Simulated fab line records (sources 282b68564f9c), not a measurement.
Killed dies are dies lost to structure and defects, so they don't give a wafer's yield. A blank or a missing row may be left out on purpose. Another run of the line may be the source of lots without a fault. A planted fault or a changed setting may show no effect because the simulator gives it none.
A single fault, viewed from 2 desks / flow rit cmos / numbers are kept per desk, each desk with only its own; the story behind them comes last

THE METROLOGY DESK
What the gauges read for every lot (on any tool): the sampled wafers with a number, averaged. The brackets show how far a lot's mean lies from the usual mean; more than 4 standard deviations puts the lot out of limits, marked OUT. Shown here are 7 of its 10 readings, the ones lying furthest out on some lot.
Columns: A = PLDD_OVL at RIT_PLDD_OVL_MEAS_06, usual 0.4 nm; B = SPACER_NITRIDE_THK at RIT_SPACER_THK_MEAS_04, usual 249.9 nm; C = NSD_TW at RIT_NSD_TW_MEAS_10, usual 3088; D = PSD_OVL at RIT_PSD_OVL_MEAS_06, usual 0.3 nm; E = PSD_TW at RIT_PSD_TW_MEAS_10, usual 3404; F = PSD_RS at RIT_SDANNEAL_RS_MEAS_04, usual 115.42 ohm/sq; G = PLDD_RS at RIT_SDANNEAL_RS_MEAS_06, usual 178.6 ohm/sq
lot=L669; first seen here=day 4 02:17; A=2.7; B=244.3; C=3085; D=0.2; E=3396; F=115.56; G=178.3
lot=L674; first seen here=day 5 00:56; A=0.1; B=246.9; C=3083; D=-1.3; E=3440; F=115.08; G=178.1
lot=L685; first seen here=day 7 06:14; A=0.4; B=253.0; C=3102; D=2.1; E=3374; F=115.16; G=178.6
lot=L686; first seen here=day 7 10:26; A=3.0; B=251.7; C=3124; D=1.3; E=3382; F=115.74; G=178.6
lot=L687; first seen here=day 7 14:25; A=1.6; B=248.5; C=3119; D=-0.9; E=3408; F=115.25; G=178.2
This desk's finding: nothing out of limits on any of the 5 lots.

TOOL OWNER'S DESK, rie diel-01
The tool's own readings at RIT_SPACER_ETCHBACK_05 (etches Si3N4 in SF6/CHF3, stops on SiO2, target depth 250 nm, time 240 s): means of the sampled wafers that have a number, for each lot that ran on this tool. The brackets show how far a lot's mean lies from the usual mean; more than 4 standard deviations puts the lot out of limits, marked OUT.
Columns: A = chamber pressure mTorr at RIT_SPACER_ETCHBACK_05, usual 40.00 mTorr; B = drypump motor current A at RIT_SPACER_ETCHBACK_05, usual 5.5 A; C = oes product au at RIT_SPACER_ETCHBACK_05, usual 0.842 a.u.; D = run length s at RIT_SPACER_ETCHBACK_05, usual 268.4 s; E = throttle valve pct at RIT_SPACER_ETCHBACK_05, usual 10.25 %
lot=L674; first seen here=day 5 03:53; A=39.99; B=5.5; C=0.834; D=268.5; E=10.30
lot=L685; first seen here=day 7 09:09; A=40.02; B=5.4; C=0.826; D=282.3 (+26) OUT; E=10.18
This desk finds L685 out of limits, L685 being first, at day 7 09:09 (run length s at RIT_SPACER_ETCHBACK_05). L674 stayed within limits.

ALL TOGETHER
On L685, at day 7 09:09, an alarm was possible from the tool owner's desk.
Nothing out of limits was seen by the metrology desk.
The metrology desk has L685 on record, within its limits.
Every lot named ran RIT_SPACER_ETCHBACK_05 on rie diel-01.

WHAT THE SIMULATOR HAD INSERTED
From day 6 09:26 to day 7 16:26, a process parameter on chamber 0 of rie diel-01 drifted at RIT_SPACER_ETCHBACK_05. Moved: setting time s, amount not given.
Shown lots that were struck: L685.
How many hours passed from the start of the fault until each desk's first out-of-limits reading: the tool owner's desk, 24.
